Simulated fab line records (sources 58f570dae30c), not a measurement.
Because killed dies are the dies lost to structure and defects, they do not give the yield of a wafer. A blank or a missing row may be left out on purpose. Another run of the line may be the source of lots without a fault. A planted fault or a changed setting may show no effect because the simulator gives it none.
Which tool is to blame? | flow berkeley-cmos170 | 45 wafers from 15 lots sampled at 2 of the route's 331 steps

WHAT EACH GAUGE READ, for each wafer
UCB170_M2_RS_MEAS_02: the measuring method here is four-point-probe. Usual: M2_AL_RS 0.0321 ohm/sq, standard deviation 0.00041.
lot  | measured     | on            | M2_AL_RS (ohm/sq)                         | flag
L113 | day 7 04:01  | film-metro-03 | 0.0324 0.0322 0.0324                      |
L115 | day 7 14:53  | film-metro-03 | 0.0324 0.0325 0.0325                      |
L114 | day 7 15:08  | film-metro-04 | 0.0322 0.0323 0.0320                      |
L118 | day 8 00:54  | film-metro-04 | 0.0319 0.0322 0.0323                      |
L117 | day 8 01:19  | film-metro-04 | 0.0326 0.0325 0.0324                      |
L116 | day 8 01:32  | film-metro-04 | 0.0322 0.0325 0.0323                      |
L123 | day 8 22:39  | film-metro-04 | 0.0307 0.0319 0.0318                      |
L125 | day 9 13:40  | film-metro-01 | 0.0321 0.0307 0.0320                      |
L128 | day 10 04:38 | film-metro-03 | 0.0318 0.0321 0.0322                      |
L126 | day 10 06:35 | film-metro-03 | 0.0305 0.0317 0.0319 0.0305 0.0317 0.0319 |
L130 | day 11 01:43 | film-metro-03 | 0.0331 0.0317 0.0317                      |
L131 | day 11 03:04 | film-metro-04 | 0.0322 0.0320 0.0323                      |
L134 | day 11 15:05 | film-metro-04 | 0.0325 0.0323 0.0323                      |
L136 | day 11 15:37 | film-metro-04 | 0.0328 0.0322 0.0316                      |
L133 | day 11 15:49 | film-metro-01 | 0.0318 0.0320 0.0316                      |

WHAT TOOL EACH LOT RAN ON (gives the tool, then ch and the chambers of the sampled wafers, and finally the start)
lot  | UCB170_M2_SPUTTER_01
L113 | pvd-sputter-03, day 7 03:55
L115 | pvd-sputter-03, day 7 14:49
L114 | pvd-sputter-02, day 7 15:03
L118 | pvd-sputter-03, day 8 00:49
L117 | pvd-sputter-01, day 8 01:13
L116 | pvd-sputter-02, day 8 01:22
L123 | pvd-sputter-03, day 8 22:34
L125 | pvd-sputter-03, day 9 13:34
L128 | pvd-sputter-01, day 10 04:31
L126 | pvd-sputter-03, day 10 06:27
L130 | pvd-sputter-02, day 11 01:38
L131 | pvd-sputter-01, day 11 02:56
L134 | pvd-sputter-01, day 11 15:00
L136 | pvd-sputter-02, day 11 15:32
L133 | pvd-sputter-01, day 11 15:44
- UCB170_M2_SPUTTER_01: material Al, target thk 900 nm, time 120 s.

WHAT THE TOOLS THEMSELVES READ (means of the sampled wafers that have a number; where no wafer has one, the mark that the record gives instead)
UCB170_M2_SPUTTER_01. Usual: chamber-pressure-pa 0.4999 Pa, standard deviation 0.001; throttle-valve-pct 29.7 %, standard deviation 0.71.
lot  | tool           | chamber-pressure-pa (Pa) | throttle-valve-pct (%) | flag
L113 | pvd-sputter-03 | 0.4990                   | 30.0                   |
L115 | pvd-sputter-03 | 0.4996                   | 29.6                   |
L114 | pvd-sputter-02 | 0.5002                   | 29.3                   |
L118 | pvd-sputter-03 | 0.4996                   | 29.7                   |
L117 | pvd-sputter-01 | 0.5002                   | 30.1                   |
L116 | pvd-sputter-02 | 0.4996                   | 29.9                   |
L123 | pvd-sputter-03 | 0.4848                   | 30.3                   | OFF
L125 | pvd-sputter-03 | 0.4839                   | 30.1                   | OFF
L128 | pvd-sputter-01 | 0.5002                   | 30.0                   |
L126 | pvd-sputter-03 | 0.4847                   | 30.0                   | OFF
L130 | pvd-sputter-02 | 0.4994                   | 29.3                   |
L131 | pvd-sputter-01 | 0.4994                   | 30.7                   |
L134 | pvd-sputter-01 | 0.5000                   | 29.6                   |
L136 | pvd-sputter-02 | 0.5000                   | 29.6                   |
L133 | pvd-sputter-01 | 0.4994                   | 30.2                   |

THE ANSWER, worked out from the rows above alone
Rule: lot off if the mean of its wafers having a number is beyond 3 standard deviations from the usual mean. Also off: a lot with no number at a reading for which 4 or more lots have one. The other lots that the step has rows for count as sound. First the gauges in route order, then the tools' own readings, where a lot's mean is used as printed above. The first step at which some lot is off is used, and at that step the reading that is off furthest; a lot without a number counts as furthest.
Off: L123, L125, L126 (UCB170_M2_SPUTTER_01, chamber-pressure-pa).
If a tool, at that step or one of the process steps before it, ran each lot that is off and ran no sound lot following the first of them, it fits. One fits: pvd-sputter-03 at UCB170_M2_SPUTTER_01. Its last sound lot is L118 (day 8 00:49), its first lot that is off L123 (day 8 22:34): a fault that began between those two fits.
The tool's own readings at UCB170_M2_SPUTTER_01 bear it out: on the lots that are off they differ by more than 5 times the standard deviation of the sound lots' means. chamber-pressure-pa reads 0.4845 Pa there against 0.4997 Pa on the sound lots.

WHAT HAD BEEN PUT IN BY THE SIMULATOR
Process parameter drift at UCB170_M2_SPUTTER_01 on pvd-sputter-03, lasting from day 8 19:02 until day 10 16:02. From 0.5, the setting chamber-pressure-pa moved by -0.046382. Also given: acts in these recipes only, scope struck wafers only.
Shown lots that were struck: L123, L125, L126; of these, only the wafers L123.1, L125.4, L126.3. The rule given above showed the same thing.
